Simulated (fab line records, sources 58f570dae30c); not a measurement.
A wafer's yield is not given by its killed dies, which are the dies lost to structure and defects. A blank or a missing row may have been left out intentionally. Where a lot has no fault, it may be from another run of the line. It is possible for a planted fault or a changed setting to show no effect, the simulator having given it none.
A single fault, viewed from 2 desks + flow berkeley-cmos170 + what lay behind the numbers comes last; until then each desk has only its own

AT THE METROLOGY DESK
Lot by lot, what the gauges showed, no matter which tool ran the lot: averages of those sampled wafers that carry a number. The brackets show how far a lot's mean lies from the usual mean; more than 4 standard deviations puts the lot out of limits, marked OUT.
Columns: A = INCOMING_BOW at UCB170_START_BOW_MEAS_00, usual 0 um; B = cd-nm at UCB170_M1_CD_MEAS_90, usual 699 nm; C = M3_BOW at UCB170_M3_BOW_MEAS_20, usual 36 um
| lot  | first seen here | A  | B   | C  |
|------|-----------------|----|-----|----|
| L138 | day 1 10:01     | 2  | 704 | 36 |
| L139 | day 1 15:01     | -0 | 702 | 37 |
| L140 | day 1 20:04     | -1 | 701 | 36 |
| L141 | day 2 01:00     | -1 | 703 | 33 |
| L142 | day 2 06:01     | -6 | 699 | 32 |
| L143 | day 2 11:01     | -3 | 700 | 30 |
| L144 | day 2 16:01     | -2 | 699 | 33 |
| L145 | day 2 21:00     | -4 | 699 | 35 |
| L146 | day 3 02:00     | 6  | 699 | 44 |
| L150 | day 3 22:01     | -6 | 702 | 30 |
| L151 | day 4 03:00     | -1 | 700 | 38 |
| L156 | day 5 04:02     | 3  | 699 | 38 |
| L159 | day 5 19:01     | 6  | 699 | 42 |
| L161 | day 6 05:00     | 0  | 700 | 38 |
This desk found nothing out of limits on any of the 14 lots.

FOR THE TOOL OWNER'S DESK: implanter-03
The tool's own readings at UCB170_NLDD_IMPLANT_08: means of the sampled wafers that have a number, for each lot that ran on this tool. The brackets show how far a lot's mean lies from the usual mean; more than 4 standard deviations puts the lot out of limits, marked OUT.
Columns: A = beam-energy-keV at UCB170_NLDD_IMPLANT_08, usual 29.999; B = beam-on-s at UCB170_NLDD_IMPLANT_08, usual 9.98 s; C = end-station-pressure-torr at UCB170_NLDD_IMPLANT_08, usual 5.12e-06 Torr
| lot  | first seen here | A                | B     | C        |
|------|-----------------|------------------|-------|----------|
| L141 | day 8 01:49     | 29.998           | 9.69  | 5.27e-06 |
| L146 | day 9 10:52     | 30.001           | 9.89  | 5.12e-06 |
| L150 | day 10 08:43    | 30.012           | 10.10 | 5.13e-06 |
| L151 | day 10 23:01    | 30.466 (+47) OUT | 9.79  | 5.21e-06 |
| L156 | day 11 22:03    | 30.470 (+47) OUT | 10.03 | 5.20e-06 |
This desk's verdict: out of limits on L151, L156, starting with L151 at day 10 23:01 (beam-energy-keV at UCB170_NLDD_IMPLANT_08). In limits: L141, L146, L150.

ALL TOGETHER
The tool owner's desk had the chance to raise an alarm at day 10 23:01 on L151, L156.
The metrology desk saw nothing out of limits.
The metrology desk holds a record of L151, L156, inside its limits.
All the named lots went through UCB170_NLDD_IMPLANT_08 on implanter-03.

WHAT WAS PUT IN BY THE SIMULATOR
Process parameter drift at UCB170_NLDD_IMPLANT_08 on implanter-03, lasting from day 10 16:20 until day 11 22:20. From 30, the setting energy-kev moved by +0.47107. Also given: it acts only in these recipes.
Lots struck among those shown: L151, L156.
Delay in hours, fault start to first out-of-limits reading, by desk: the tool owner's desk at 7.
